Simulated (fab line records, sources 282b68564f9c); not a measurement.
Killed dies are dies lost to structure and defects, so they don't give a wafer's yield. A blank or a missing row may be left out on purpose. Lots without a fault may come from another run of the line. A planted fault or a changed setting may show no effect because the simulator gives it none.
fab line records | flow rit_cmos
record lots=6 wafers=18 last_day=7
route steps=202 shown ACTIVE@11 FOX1@20 FOX2@23 NWELL@28 PWELL@39 WELLDRIVE@50 SILICIDE@161 M1@202
lots that met no fault: from a run of the same line without faults
start_h: hours from the record's first day to the start of the lot's first wafer shown | wait_h: hours since the lot's step before | " the same as in the row above | L1.1+2: a row that stands for several wafers | - no value, or no start given | * or withheld: withheld | < > ~ a bound
route shown NAME@n: a module of which the file shows steps, and the number in the route of the first | usual: mean/standard deviation of fault-free wafers | same: alike in all rows | chamber/n: place in a boat | sites: the reading at each site | _std_site: their standard deviation | _edge_site: outer sites' mean less inner sites' | radius_mm: how far each site lies from the wafer's centre | mask NAME#n: copy n | behind: the tool/chamber that last shaped the wafer | hold: why the lot was held/for how many hours/how that ended | device: the transistor (n, p or np) that didn't switch | end of line: the same wafers' tests at the end of the route | a step without rows: its recipe alone | killed: dies lost to structure and defects at the first sort, not the wafer's yield | map: a wafer's dies, x killed, . not, _ none there
set.NAME: the setting as run; set.NAME@STEP: as run at that earlier step | model.NAME: the simulator's own value behind a step, which no gauge read
lots at some steps of the route; a table a step, a row a wafer
services: from which hour (start_h, from the record's first day; less than 0 if before it) a tool's chamber was out of use, for how many hours, and why
## steps
# step RIT_ACTIVE_DEVELOP_10
# recipe resist=NOVOLAK develop_time_s=50 dev_temp_c=23
# step RIT_ACTIVE_CD_MEAS_11
# recipe target_cd_nm=1400
# usual cd_nm=1399.4/2.1
# columns lot.wafer tool chamber start_h wait_h cd_nm
L253.2 cd_sem-01 - 45.17 - 1402.2
L253.4 " - " " 1403.9
L253.5 " - " " 1403.0
L257.1 cd_sem-02 - 65.54 - 1403.0
L257.2 " - " " 1401.4
L257.5 " - " " 1403.1
L259.1 cd_sem-01 - 76.07 - 1398.1
L259.4 " - " " 1398.3
L259.6 " - " " 1400.1
L264.2 cd_sem-01 - 99.68 - 1395.9
L264.4 " - " " 1396.4
L264.5 " - " " 1398.3
L268.3 cd_sem-02 - 120.31 - 1399.3
L268.5 " - " " 1400.8
L268.6 " - " " 1397.5
L270.1 cd_sem-01 - 130.45 - 1399.4
L270.3 " - " " 1398.3
L270.6 " - " " 1400.4
# step RIT_ACTIVE_HARDBAKE_12
# recipe resist=NOVOLAK temp_c=140 time_s=60
# step RIT_ACTIVE_ETCH_13
# recipe stop_on=SiO2 chemistry=SF6 target=Si3N4 time_s=210 over_etch_frac=0.4 SF6_flow_sccm=200 pressure_mtorr=260 rf_w=125 target_depth_a=2100
# usual SF6_flow_sccm=200.0/0.6 drypump_motor_current_A=5.8/0.51 oes_product_au=0.827/0.0094 rf_fwd_power_W=124.6/0.4 throttle_valve_pct=7.54/0.091
# columns lot.wafer tool chamber start_h wait_h SF6_flow_sccm drypump_motor_current_A oes_product_au rf_fwd_power_W rf_hours_counter_h throttle_valve_pct
L253.2 rie_diel-04 0 45.42 0.1 199.4 6.6 0.839 124.7 143 7.61
L253.4 " 3 " " 200.1 5.8 0.816 125.6 - 7.61
L253.5 " 1 " " 200.7 5.6 0.826 124.2 - 7.46
L257.1 rie_diel-04 1 65.81 0.1 198.9 5.6 0.824 124.4 40 7.46
L257.2 " 0 " " 199.8 6.6 0.847 124.4 144 7.59
L257.5 " 1 " " 199.0 5.6 0.824 124.8 - 7.46
L259.1 rie_diel-03 3 76.34 0.1 199.9 5.5 0.833 125.0 154 7.54
L259.4 " 2 " " 198.7 6.6 0.816 123.6 133 7.62
L259.6 " 2 " " 199.2 6.6 0.821 124.2 - 7.62
L264.2 rie_diel-04 0 99.93 0.1 199.3 6.6 0.847 124.6 144 7.60
L264.4 " 2 " " 199.8 5.5 0.829 125.1 - 7.40
L264.5 " 0 " " 198.7 6.6 0.847 123.9 - 7.59
L268.3 rie_diel-01 1 120.54 0.1 200.1 5.6 0.837 125.1 3 7.72
L268.5 " 3 " " 199.9 5.2 0.841 123.9 - 7.48
L268.6 " 2 " " 199.3 6.3 0.835 124.6 - 7.43
L270.1 rie_diel-04 0 130.72 0.1 198.9 6.6 0.842 124.7 145 7.59
L270.3 " 3 " " 199.5 5.8 0.814 124.6 70 7.61
L270.6 " 2 " " 199.4 5.4 0.825 124.5 - 7.41
# step RIT_ACTIVE_STRIP_14
# recipe chemistry=O2 time_s=180 resist=NOVOLAK platen_temp_c=withheld power_w=500 pressure_mtorr=4000 o2_flow_sccm=4000
# usual drypump_motor_current_A=5.90/0.19
# columns lot.wafer tool chamber start_h wait_h drypump_motor_current_A rf_hours_counter_h
L253.2 plasma_asher-02 1 45.56 0.1 5.88 40
L253.4 " 1 " " 5.88 -
L253.5 " 0 " " 5.67 -
L257.1 plasma_asher-01 0 65.95 0.1 5.82 42
L257.2 " 1 " " 5.76 42
L257.5 " 0 " " 5.84 -
L259.1 plasma_asher-01 0 76.47 0.1 5.80 43
L259.4 " 1 " " 5.76 -
L259.6 " 0 " " 5.84 -
L264.2 plasma_asher-02 0 100.06 0.1 5.65 46
L264.4 " 1 " " 5.88 -
L264.5 " 0 " " 5.70 -
L268.3 plasma_asher-04 1 120.73 0.1 6.17 -
L268.5 " 0 " " 6.21 -
L268.6 " 1 " " 6.16 -
L270.1 plasma_asher-01 1 130.85 0.1 5.77 49
L270.3 " 1 " " 5.76 -
L270.6 " 1 " " 5.75 -
# step RIT_ACTIVE_CD_MEAS_90
# recipe target_cd_nm=1400
# usual cd_nm=1399.4/2.1
# columns lot.wafer tool chamber start_h wait_h cd_nm
L253.2 cd_sem-02 - 45.75 0.1 1401.7
L253.4 " - " " 1403.7
L253.5 " - " " 1402.9
L257.1 cd_sem-02 - 66.12 0.1 1402.7
L257.2 " - " " 1401.1
L257.5 " - " " 1403.0
L259.1 cd_sem-02 - 76.65 0.1 1398.3
L259.4 " - " " 1398.7
L259.6 " - " " 1400.4
L264.2 cd_sem-01 - 100.26 0.1 1395.6
L264.4 " - " " 1396.2
L264.5 " - " " 1398.2
L268.3 cd_sem-01 - 120.89 0.1 1399.4
L268.5 " - " " 1400.6
L268.6 " - " " 1397.5
L270.1 cd_sem-02 - 131.02 0.1 1399.1
L270.3 " - " " 1398.7
L270.6 " - " " 1400.8
# step RIT_ACTIVE_CLEAN_15
# recipe chemistry=SC1 mix=3:3:50 time_s=600 temp_c=75
# step RIT_ACTIVE_CLEAN_16
# recipe chemistry=dHF dilution=50:1 time_s=30
# step RIT_ACTIVE_CLEAN_17
# recipe chemistry=SC2 mix=3:3:50 time_s=600 temp_c=75 dry=n2_spin
# step RIT_FOX1_OXIDATION_00
# recipe temp_c=1100 ambient=H2O target_thk_a=3507 p_h2o_torr=720 ox_time_s=1130
# step RIT_FOX1_THK_MEAS_01
# recipe reads=SiO2_of_FOX1_OXIDATION_00
# usual FOX1_OXIDE_THK=353/6.4
# columns lot.wafer tool chamber start_h wait_h FOX1_OXIDE_THK[nm]
L253.2 film_metro-01 - 52.54 0.0 355
L253.4 " - " " 354
L253.5 " - " " 349
L257.1 film_metro-01 - 68.92 0.0 353
L257.2 " - " " 361
L257.5 " - " " 355
L259.1 film_metro-02 - 79.27 0.0 351
L259.4 " - " " 354
L259.6 " - " " 349
L264.2 film_metro-01 - 102.49 0.0 347
L264.4 " - " " 346
L264.5 " - " " 347
L268.3 film_metro-03 - 124.46 0.0 361
L268.5 " - " " 362
L268.6 " - " " 361
L270.1 film_metro-03 - 132.84 0.0 360
L270.3 " - " " 355
L270.6 " - " " 358
# step RIT_FOX1_WET_ETCH_02
# recipe chemistry=BOE target_depth_nm=350 time_s=390 temp_c=21.5 dry=n2_spin dilution=10:1 target=SiO2
# step RIT_FOX2_OXIDATION_00
# recipe temp_c=1100 ambient=H2O target_thk_a=3507 p_h2o_torr=720 ox_time_s=1130
# usual spike_tc_centre_C=1102.1/1.9 spike_tc_load_C=1129.2/1.7 spike_tc_source_C=1125.4/1.2 tube_center_temp_C=1100/0.094 tube_center_temp_C_max=1102.9/0.51
# columns lot.wafer tool chamber start_h wait_h spike_tc_centre_C spike_tc_load_C spike_tc_source_C tube_center_temp_C tube_center_temp_C_max model.SiO2_of_FOX2_OXIDATION_00.thk_nm
L253.2 furnace-01 0 55.80 3.1 1073.5 1105.5 1100.6 1075 1077.9 302.1
L253.4 " 0 " " 1075.4 1105.2 1099.0 1075 1078.7 302.5
L253.5 " 0 " " 1077.1 1104.6 1100.1 1074.9 1077.5 305.9
L257.1 furnace-01 0 70.44 1.2 1076.1 1105.2 1100.3 1074.9 1078.8 307.2
L257.2 " 0 " " 1076.6 1105.7 1100.5 1075.1 1077.5 307.2
L257.5 " 0 " " 1075.6 1104.6 1099.9 1074.9 1078.3 300
L259.1 furnace-04 0 79.71 0.3 1106.0 1126.7 1124.5 1100.1 1103.3 366.5
L259.4 " 0 " " 1103.5 1128.2 1124.3 1100.1 1102.6 365.1
L259.6 " 0 " " 1104.1 1130.1 1124.3 1100.1 1102.7 364.4
L264.2 furnace-04 0 103.04 0.4 1104.1 1128.9 1125.2 1100.1 1102.9 356.9
L264.4 " 0 " " 1105.4 1129.3 1124.6 1100 1102.2 356.9
L264.5 " 0 " " 1103.2 1128.8 1123.9 1099.9 1102.9 363
L268.3 furnace-04 0 124.62 0.0 1105.0 1128.5 1125.1 1100.1 1103.0 351.9
L268.5 " 0 " " 1102.7 1129.4 1125.4 1100 1102.4 358.3
L268.6 " 0 " " 1103.1 1127.1 1125.6 1100 1103.7 349.5
L270.1 furnace-01 0 133.03 0.0 1100.6 1131.1 1124.0 1100 1102.6 350
L270.3 " 0 " " 1101.5 1131.6 1125.2 1099.9 1102.5 347.1
L270.6 " 0 " " 1099.0 1131.6 1125.9 1100 1102.9 351
# step RIT_FOX2_THK_MEAS_01
# recipe reads=SiO2_of_FOX2_OXIDATION_00
# usual FOX2_OXIDE_THK=354/6.8
# columns lot.wafer tool chamber start_h wait_h FOX2_OXIDE_THK[nm]
L253.2 film_metro-02 - 57.12 0.0 302
L253.4 " - " " 302
L253.5 " - " " 306
L257.1 film_metro-02 - 71.76 0.0 307
L257.2 " - " " 307
L257.5 " - " " 300
L259.1 film_metro-01 - 81.03 0.0 367
L259.4 " - " " 365
L259.6 " - " " 364
L264.2 film_metro-04 - 104.37 0.0 357
L264.4 " - " " 357
L264.5 " - " " 363
L268.3 film_metro-04 - 125.95 0.0 352
L268.5 " - " " 358
L268.6 " - " " 350
L270.1 film_metro-01 - 134.34 0.0 350
L270.3 " - " " 347
L270.6 " - " " 351
# step RIT_FOX2_CLEAN_02
# recipe chemistry=dHF dilution=50:1 time_s=180
# step RIT_FOX2_WET_ETCH_03
# recipe chemistry=H3PO4 target=Si3N4 target_depth_nm=195 temp_c=165 time_s=2700
# step RIT_FOX2_THK_MEAS_90
# recipe reads=SiO2_of_FOX2_OXIDATION_00
# usual FIELD_OXIDE_LEFT_1_THK=326/6.7
# columns lot.wafer tool chamber start_h wait_h FIELD_OXIDE_LEFT_1_THK[nm]
L253.2 film_metro-01 - 58.00 0.0 275
L253.4 " - " " 275
L253.5 " - " " 279
L257.1 film_metro-01 - 72.63 0.0 280
L257.2 " - " " 280
L257.5 " - " " 273
L259.1 film_metro-04 - 81.90 0.0 339
L259.4 " - " " 338
L259.6 " - " " 337
L264.2 film_metro-01 - 105.24 0.0 329
L264.4 " - " " 330
L264.5 " - " " 336
L268.3 film_metro-01 - 126.83 0.0 324
L268.5 " - " " 331
L268.6 " - " " 322
L270.1 film_metro-01 - 135.22 0.0 323
L270.3 " - " " 320
L270.6 " - " " 324
# step RIT_NWELL_HMDS_00
# recipe prime_time_s=60 prime_temp_c=140
# step RIT_NWELL_COAT_01
# recipe resist=NOVOLAK spin_rpm=2000 resist_thk_nm=1300
# step RIT_NWELL_SOFTBAKE_02
# recipe resist=NOVOLAK temp_c=90 time_s=60
# step RIT_NWELL_EXPOSE_03
# recipe mask_id=M2 na=0.57 target_cd_nm=43900 dose_mj=250
# step RIT_NWELL_PEB_04
# recipe resist=NOVOLAK temp_c=withheld time_s=withheld
# step RIT_NWELL_DEVELOP_05
# recipe resist=NOVOLAK develop_time_s=68 dev_temp_c=23
# step RIT_NWELL_OVL_MEAS_06
# usual NWELL_OVL=0.0/1.3
# columns lot.wafer tool chamber start_h wait_h NWELL_OVL[nm]
L253.2 overlay-01 - 59.06 - 0.5
L253.4 " - " " -0.1
L253.5 " - " " 1.4
L257.1 overlay-02 - 73.70 - -0.9
L257.2 " - " " 0.0
L257.5 " - " " -0.2
L259.1 overlay-02 - 82.84 - 1.3
L259.4 " - " " 0.4
L259.6 " - " " -0.4
L264.2 overlay-02 - 106.18 - -0.6
L264.4 " - " " -0.1
L264.5 " - " " -1.2
L268.3 overlay-02 - 127.76 - 0.6
L268.5 " - " " -1.7
L268.6 " - " " -1.7
L270.1 overlay-01 - 136.16 - 2.6
L270.3 " - " " 0.5
L270.6 " - " " 1.0
# step RIT_NWELL_HARDBAKE_07
# recipe resist=NOVOLAK temp_c=140 time_s=120
# step RIT_NWELL_IMPLANT_08
# recipe species=P energy_kev=170 dose_cm2=5e+13 tilt_deg=7
# step RIT_NWELL_STRIP_09
# recipe chemistry=O2 time_s=180 resist=NOVOLAK platen_temp_c=withheld power_w=500 pressure_mtorr=4000 o2_flow_sccm=4000
# usual drypump_motor_current_A=5.92/0.24
# columns lot.wafer tool chamber start_h wait_h drypump_motor_current_A rf_hours_counter_h
L253.2 plasma_asher-04 0 59.49 0.1 6.18 25
L253.4 " 1 " " 6.22 -
L253.5 " 0 " " 6.18 -
L257.1 plasma_asher-04 1 74.13 0.1 6.16 27
L257.2 " 0 " " 6.19 27
L257.5 " 1 " " 6.17 -
L259.1 plasma_asher-04 0 83.28 0.1 6.16 27
L259.4 " 0 " " 6.20 -
L259.6 " 0 " " 6.16 -
L264.2 plasma_asher-02 1 106.61 0.1 5.85 47
L264.4 " 1 " " 5.85 -
L264.5 " 0 " " 5.66 -
L268.3 plasma_asher-03 0 128.24 0.1 5.77 -
L268.5 " 0 " " 5.78 -
L268.6 " 1 " " 5.65 -
L270.1 plasma_asher-02 0 136.59 0.1 5.69 2
L270.3 " 1 " " 5.85 -
L270.6 " 0 " " 5.73 -
# step RIT_NWELL_TW_MEAS_10
# usual NWELL_TW=2156/14
# columns lot.wafer tool chamber start_h wait_h NWELL_TW
L253.2 film_metro-01 - 59.68 0.1 2150
L253.4 " - " " 2160
L253.5 " - " " 2151
L257.1 film_metro-04 - 74.31 0.1 2163
L257.2 " - " " 2172
L257.5 " - " " 2167
L259.1 film_metro-01 - 83.45 0.1 2170
L259.4 " - " " 2147
L259.6 " - " " 2158
L264.2 film_metro-01 - 106.80 0.1 2169
L264.4 " - " " 2159
L264.5 " - " " 2168
L268.3 film_metro-01 - 128.38 0.1 2167
L268.5 " - " " 2166
L268.6 " - " " 2160
L270.1 film_metro-04 - 136.77 0.1 2168
L270.3 " - " " 2149
L270.6 " - " " 2167
# step RIT_PWELL_HMDS_00
# recipe prime_time_s=60 prime_temp_c=140
# step RIT_PWELL_COAT_01
# recipe resist=NOVOLAK spin_rpm=2000 resist_thk_nm=1300
# step RIT_PWELL_SOFTBAKE_02
# recipe resist=NOVOLAK temp_c=90 time_s=60
# step RIT_PWELL_EXPOSE_03
# recipe mask_id=M3 na=0.57 target_cd_nm=43700 dose_mj=250
# step RIT_PWELL_PEB_04
# recipe resist=NOVOLAK temp_c=withheld time_s=withheld
# step RIT_PWELL_DEVELOP_05
# recipe resist=NOVOLAK develop_time_s=68 dev_temp_c=23
# step RIT_PWELL_OVL_MEAS_06
# usual PWELL_OVL=1.7/1.5
# columns lot.wafer tool chamber start_h wait_h PWELL_OVL[nm]
L253.2 overlay-01 - 60.61 - 2.5
L253.4 " - " " 1.9
L253.5 " - " " 1.1
L257.1 overlay-01 - 75.37 - -1.3
L257.2 " - " " -0.9
L257.5 " - " " -0.5
L259.1 overlay-02 - 84.39 - 0.4
L259.4 " - " " 0.3
L259.6 " - " " 0.8
L264.2 overlay-02 - 107.74 - -0.1
L264.4 " - " " 0.7
L264.5 " - " " 2.0
L268.3 overlay-01 - 129.39 - 2.6
L268.5 " - " " 4.3
L268.6 " - " " 2.6
L270.1 overlay-02 - 137.71 - -0.9
L270.3 " - " " 0.0
L270.6 " - " " 1.8
# step RIT_PWELL_HARDBAKE_07
# recipe resist=NOVOLAK temp_c=140 time_s=120
# step RIT_PWELL_IMPLANT_08
# recipe species=B energy_kev=170 dose_cm2=7e+13 tilt_deg=7
# step RIT_PWELL_STRIP_09
# recipe chemistry=O2 time_s=180 resist=NOVOLAK platen_temp_c=withheld power_w=500 pressure_mtorr=4000 o2_flow_sccm=4000
# usual drypump_motor_current_A=5.76/0.08
# columns lot.wafer tool chamber start_h wait_h drypump_motor_current_A rf_hours_counter_h
L253.2 plasma_asher-02 1 61.04 0.1 5.84 42
L253.4 " 0 " " 5.70 -
L253.5 " 1 " " 5.88 -
L257.1 plasma_asher-02 1 75.81 0.1 5.85 43
L257.2 " 0 " " 5.66 43
L257.5 " 1 " " 5.88 -
L259.1 plasma_asher-01 1 84.83 0.1 5.77 44
L259.4 " 1 " " 5.78 -
L259.6 " 0 " " 5.84 -
L264.2 plasma_asher-03 1 108.17 0.1 5.65 47
L264.4 " 0 " " 5.77 -
L264.5 " 0 " " 5.78 -
L268.3 plasma_asher-01 1 129.87 0.1 5.75 -
L268.5 " 0 " " 5.83 -
L268.6 " 1 " " 5.75 -
L270.1 plasma_asher-02 1 138.15 0.1 5.88 2
L270.3 " 1 " " 5.90 -
L270.6 " 1 " " 5.85 -
# step RIT_PWELL_TW_MEAS_10
# usual PWELL_TW=959/7.9
# columns lot.wafer tool chamber start_h wait_h PWELL_TW
L253.2 film_metro-01 - 61.23 0.1 956
L253.4 " - " " 955
L253.5 " - " " 961
L257.1 film_metro-01 - 75.98 0.1 965
L257.2 " - " " 960
L257.5 " - " " 959
L259.1 film_metro-03 - 85.00 0.1 947
L259.4 " - " " 950
L259.6 " - " " 956
L264.2 film_metro-01 - 108.35 0.1 958
L264.4 " - " " 956
L264.5 " - " " 956
L268.3 film_metro-04 - 130.01 0.1 966
L268.5 " - " " 964
L268.6 " - " " 961
L270.1 film_metro-04 - 138.32 0.1 966
L270.3 " - " " 967
L270.6 " - " " 962
# step RIT_WELLDRIVE_ANNEAL_00
# recipe temp_c=1100 time_s=14700 ambient=N2
# step RIT_WELLDRIVE_RS_MEAS_01
# recipe thk_meas_gauge=four-point-probe
# usual NWELL_RS=275.4/0.83
# columns lot.wafer tool chamber start_h wait_h NWELL_RS[ohm/sq]
L253.2 film_metro-03 - 66.56 0.0 275.7
L253.4 " - " " 275.1
L253.5 " - " " 275.3
L257.1 film_metro-01 - 82.40 0.0 277.4
L257.2 " - " " 276.5
L257.5 " - " " 276.8
L259.1 film_metro-01 - 90.53 0.0 275.3
L259.4 " - " " 274.6
L259.6 " - " " 276.0
L264.2 film_metro-04 - 114.69 0.0 274.9
L264.4 " - " " 274.9
L264.5 " - " " 274.8
L268.3 film_metro-03 - 135.17 0.0 274.8
L268.5 " - " " 275.1
L268.6 " - " " 275.4
L270.1 film_metro-03 - 143.46 0.0 274.9
L270.3 " - " " 276.1
L270.6 " - " " 275.7
# step RIT_WELLDRIVE_RS_MEAS_02
# recipe thk_meas_gauge=four-point-probe
# usual PWELL_RS=428.9/1.2
# columns lot.wafer tool chamber start_h wait_h PWELL_RS[ohm/sq]
L253.2 film_metro-03 - 66.68 0.1 428.7
L253.4 " - " " 428.1
L253.5 " - " " 428.3
L257.1 film_metro-01 - 82.52 0.1 428.0
L257.2 " - " " 428.9
L257.5 " - " " 428.3
L259.1 film_metro-01 - 90.65 0.1 429.4
L259.4 " - " " 428.3
L259.6 " - " " 428.1
L264.2 film_metro-04 - 114.81 0.1 427.9
L264.4 " - " " 430.0
L264.5 " - " " 429.9
L268.3 film_metro-03 - 135.29 0.1 429.9
L268.5 " - " " 427.7
L268.6 " - " " 428.0
L270.1 film_metro-03 - 143.58 0.1 428.0
L270.3 " - " " 427.5
L270.6 " - " " 427.3
# step RIT_FOX2_THK_MEAS_91
# recipe reads=SiO2_of_FOX2_OXIDATION_00
# usual FIELD_OXIDE_LEFT_2_THK=258/6.7
# columns lot.wafer tool chamber start_h wait_h FIELD_OXIDE_LEFT_2_THK[nm]
L253.2 film_metro-04 - 70.59 0.0 207
L253.4 " - " " 208
L253.5 " - " " 211
L257.1 film_metro-01 - 86.41 0.0 212
L257.2 " - " " 212
L257.5 " - " " 205
L259.1 film_metro-04 - 94.42 0.0 271
L259.4 " - " " 270
L259.6 " - " " 269
L264.2 film_metro-02 - 118.58 0.0 262
L264.4 " - " " 261
L264.5 " - " " 268
L268.3 film_metro-02 - 139.41 0.0 256
L268.5 " - " " 262
L268.6 " - " " 253
L270.1 film_metro-01 - 147.32 0.0 254
L270.3 " - " " 251
L270.6 " - " " 255
# step RIT_SILICIDE_WET_ETCH_00
# recipe chemistry=BOE target=SiO2 target_depth_nm=14 time_s=15 dry=n2_spin dilution=10:1 temp_c=21.5
# columns lot.wafer tool chamber start_h wait_h model.SiO2_of_FOX2_OXIDATION_00.thk_nm
L253.2 wet_bench-04 1 91.48 0.1 104
L253.4 " 1 " " 102.4
L253.5 " 1 " " 105.9
L257.1 wet_bench-03 2 107.32 0.1 106.1
L257.2 " 2 " " 108.1
L257.5 " 2 " " 98.48
L259.1 wet_bench-03 3 115.77 0.1 165.5
L259.4 " 3 " " 164.9
L259.6 " 3 " " 163.8
L264.2 wet_bench-02 2 140.42 0.1 156.3
L264.4 " 2 " " 156.2
L264.5 " 2 " " 162.8
L268.3 wet_bench-04 2 159.54 0.1 151.4
L268.5 " 2 " " 157.7
L268.6 " 2 " " 147.9
L270.1 wet_bench-02 0 166.94 0.1 148.1
L270.3 " 0 " " 146.1
L270.6 " 0 " " 149.1
# step RIT_M1_PROBE_99
# usual killed_at_contacts=0.1/0.36 killed_at_front_end=7/3.1 killed_dies=7/3.1 killed_open=3.6/2.1 killed_short=3.2/1.9
# same gross_dies=264 killed_at_M0_to_M3=0 killed_at_M4_up=0 killed_at_back_side=0 killed_at_other=0
# columns lot.wafer tool chamber start_h wait_h killed_at_contacts killed_at_front_end killed_dies killed_open killed_short model.etest.nldd.width_nm model.etest.pldd.width_nm model.etest.pplus_sal.width_nm model.etest.nplus_sal.width_nm model.etest.pwell.rs_ohm_sq model.etest.field_n.vt_v model.etest.field_p_metal.vt_v model.etest.poly_comb_over_steps.leak_log10_a_um
L253.2 prober-01 - 98.47 0.1 0 9 9 3 6 3220 3209 3458 3440 407.6 28.12 -35.71 -9.581
L253.4 prober-01 - 98.57 0.2 0 8 8 6 2 3237 3236 3476 3471 404.7 28.3 -35.59 -12.55
L253.5 prober-01 - 98.62 0.2 0 9 9 3 6 3204 3215 3486 3471 409.3 28.7 -34.85 -12.77
L257.1 prober-01 - 114.36 0.1 0 6 6 4 2 3234 3236 3506 3489 408.1 29 -33.44 -8.091
L257.2 prober-01 - 114.41 0.1 0 7 7 4 3 3236 3228 3460 3453 405.8 28.96 -34.21 -11.47
L257.5 prober-01 - 114.56 0.2 0 7 7 6 1 3230 3259 3497 3492 406.3 28.03 -35.41 -12.33
L259.1 prober-01 - 122.80 0.1 0 12 12 8 4 3144 3130 3424 3426 419.4 36.95 -28.21 -12.8
L259.4 prober-01 - 122.95 0.2 0 10 10 6 4 3146 3144 3416 3413 421.2 36.8 -28.75 -12.9
L259.6 prober-01 - 123.05 0.2 1 4 5 4 1 3144 3146 3443 3429 422.6 36.64 -28.96 -12.91
L264.2 prober-02 - 147.60 0.1 0 3 3 3 0 3173 3187 3445 3424 414.1 35.59 -29.38 -12.84
L264.4 prober-02 - 147.70 0.2 0 4 4 2 2 3159 3184 3430 3437 418.3 35.43 -29.68 -12.79
L264.5 prober-02 - 147.75 0.2 0 8 8 1 7 3143 3154 3408 3430 418.3 36.33 -29.57 -12.9
L268.3 prober-02 - 166.64 0.2 0 7 7 4 3 3180 3173 3429 3426 418.3 34.81 -29.32 -12.51
L268.5 prober-02 - 166.74 0.2 1 4 5 2 3 3165 3174 3437 3413 410.8 35.6 -29.41 -12.58
L268.6 prober-02 - 166.79 0.2 0 2 2 1 1 3179 3185 3438 3426 419.5 34.54 -29.73 -12.84
L270.1 prober-02 - 173.82 0.1 0 15 15 9 6 3196 3216 3463 3473 416.1 34.65 -29.41 -12.81
L270.3 prober-02 - 173.92 0.2 0 3 3 2 1 3215 3202 3463 3456 409.8 34.27 -29.75 -12.77
L270.6 prober-02 - 174.07 0.2 0 2 2 1 1 3192 3206 3464 3476 413 34.81 -29.82 -12.99
# killed by level:class
L253.2 FOX1:geometric_particle:short=2 REOX:geometric_particle:short=2 FOX1:geometric_particle:open=1 FOX2:geometric_particle:open=1 GATE:geometric_particle:short=1 SILICIDE:geometric_particle:short=1 SILICIDE:geometric_particle:open=1
L253.4 FOX1:geometric_particle:open=2 REOX:geometric_particle:open=2 FOX2:geometric_particle:open=1 FOX2:geometric_particle:short=1 SILICIDE:geometric_particle:short=1 SILICIDE:geometric_particle:open=1
L253.5 GATE:geometric_particle:short=3 GATE:geometric_particle:open=2 REOX:geometric_particle:short=2 FOX1:geometric_particle:short=1 SPACER:geometric_particle:open=1
L257.1 GATE:geometric_particle:open=3 REOX:geometric_particle:open=1 SPACER:geometric_particle:short=1 SILICIDE:geometric_particle:short=1
L257.2 FOX1:geometric_particle:open=2 GATE:geometric_particle:open=2 GATE:geometric_particle:short=2 SPACER:geometric_particle:short=1
L257.5 GATE:geometric_particle:open=3 FOX1:geometric_particle:open=2 GATE:geometric_particle:short=1 SPACER:geometric_particle:open=1
L259.1 FOX1:geometric_particle:open=2 FOX2:geometric_particle:open=2 REOX:geometric_particle:open=2 FOX1:geometric_particle:short=1 FOX2:geometric_particle:short=1 GATE:geometric_particle:open=1 GATE:geometric_particle:short=1 SPACER:geometric_particle:open=1
L259.4 SPACER:geometric_particle:short=3 SILICIDE:geometric_particle:open=3 GATE:geometric_particle:open=2 FOX1:geometric_particle:short=1 SPACER:geometric_particle:open=1
L259.6 FOX1:geometric_particle:open=2 SPACER:geometric_particle:open=1 SILICIDE:geometric_particle:short=1 CONTACT:geometric_particle:open=1
L264.2 FOX1:geometric_particle:open=2 SPACER:geometric_particle:open=1
L264.4 FOX2:geometric_particle:open=1 GATE:geometric_particle:short=1 GATE:geometric_particle:open=1 REOX:geometric_particle:short=1
L264.5 GATE:geometric_particle:short=3 FOX1:geometric_particle:short=2 FOX1:geometric_particle:open=1 FOX2:geometric_particle:short=1 SILICIDE:geometric_particle:short=1
L268.3 FOX1:geometric_particle:open=3 FOX1:geometric_particle:short=2 SPACER:geometric_particle:open=1 SPACER:geometric_particle:short=1
L268.5 GATE:geometric_particle:open=1 GATE:geometric_particle:short=1 REOX:geometric_particle:short=1 SILICIDE:geometric_particle:short=1 CONTACT:geometric_particle:open=1
L268.6 FOX1:geometric_particle:open=1 FOX1:geometric_particle:short=1
L270.1 GATE:geometric_particle:open=4 FOX2:geometric_particle:open=3 GATE:geometric_particle:short=3 SILICIDE:geometric_particle:short=2 FOX2:geometric_particle:short=1 REOX:geometric_particle:open=1 SPACER:geometric_particle:open=1
L270.3 FOX2:geometric_particle:open=1 GATE:geometric_particle:short=1 SPACER:geometric_particle:open=1
L270.6 GATE:geometric_particle:short=1 GATE:geometric_particle:open=1
## services
# columns tool chamber start_h hours kind
furnace-01 - 30.36 3.7 pm
rie_diel-04 2 40.29 - clean
rie_diel-04 2 40.29 16.3 scheduled_down
rie_diel-04 2 40.29 16.3 vent_cycle
rie_diel-03 0 40.71 4.9 repair
furnace-04 - 42.17 16.0 pm
rie_diel-03 2 44.34 2.8 repair
rie_diel-03 - 56.54 2.8 pm
rie_diel-01 0 81.73 - clean
rie_diel-01 0 81.73 23.5 scheduled_down
rie_diel-01 0 81.73 23.5 vent_cycle
rie_diel-03 3 82.60 8.4 repair
rie_diel-04 1 92.24 16.2 repair
plasma_asher-04 - 105.75 0.9 repair
plasma_asher-02 - 108.75 9.0 pm
plasma_asher-02 0 108.75 9.0 vent_cycle
plasma_asher-02 1 108.75 9.0 vent_cycle
plasma_asher-02 0 117.75 - clean
plasma_asher-02 1 117.75 - clean
wet_bench-04 - 120.41 1.9 pm
rie_diel-01 - 140.59 1.0 repair
furnace-01 - 152.90 4.8 pm
furnace-04 - 165.75 3.2 pm
rie_diel-04 0 166.21 - clean
## key
first_sign step=RIT_FOX2_OXIDATION_00 reading=tube_center_temp_C direction=down sigmas=99+ usual=* struck=*
effect step=RIT_FOX2_OXIDATION_00 reading=tube_center_temp_C_max direction=down sigmas=48 usual=* struck=*
effect step=RIT_FOX2_THK_MEAS_01 reading=FOX2_OXIDE_THK direction=down sigmas=7.3 usual=354 struck=304
effect step=RIT_FOX2_THK_MEAS_90 reading=FIELD_OXIDE_LEFT_1_THK direction=down sigmas=7.3 usual=326 struck=277
effect step=RIT_FOX2_THK_MEAS_91 reading=FIELD_OXIDE_LEFT_2_THK direction=down sigmas=7.3 usual=258 struck=209
model_effect step=RIT_FOX2_OXIDATION_00 value=SiO2_of_FOX2_OXIDATION_00.thk_nm without=347 struck=304.2
model_effect step=RIT_SILICIDE_WET_ETCH_00 value=SiO2_of_FOX2_OXIDATION_00.thk_nm without=147 struck=104.2
model_effect step=RIT_M1_PROBE_99 value=etest.nldd.width_nm without=3184 struck=3227
met_at RIT_FOX2_OXIDATION_00
struck_wafers L253.2,L253.4,L253.5,L257.1,L257.2,L257.5
tester_left_out L253,L257
fault kind=process_parameter_drift tool=furnace-01 chamber=- onset_h=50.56 steps=RIT_FOX2_OXIDATION_00 channel=temp_c offset=* shape=step end_h=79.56 acts_in=* stated=*
# tester_left_out: of these lots the tester's yield and bins aren't shown, on N5 and GAA mostly nor the transistor test; their killed dies are dies lost to structure and defects alone, not to doping, threshold or leakage, so they don't give the yield
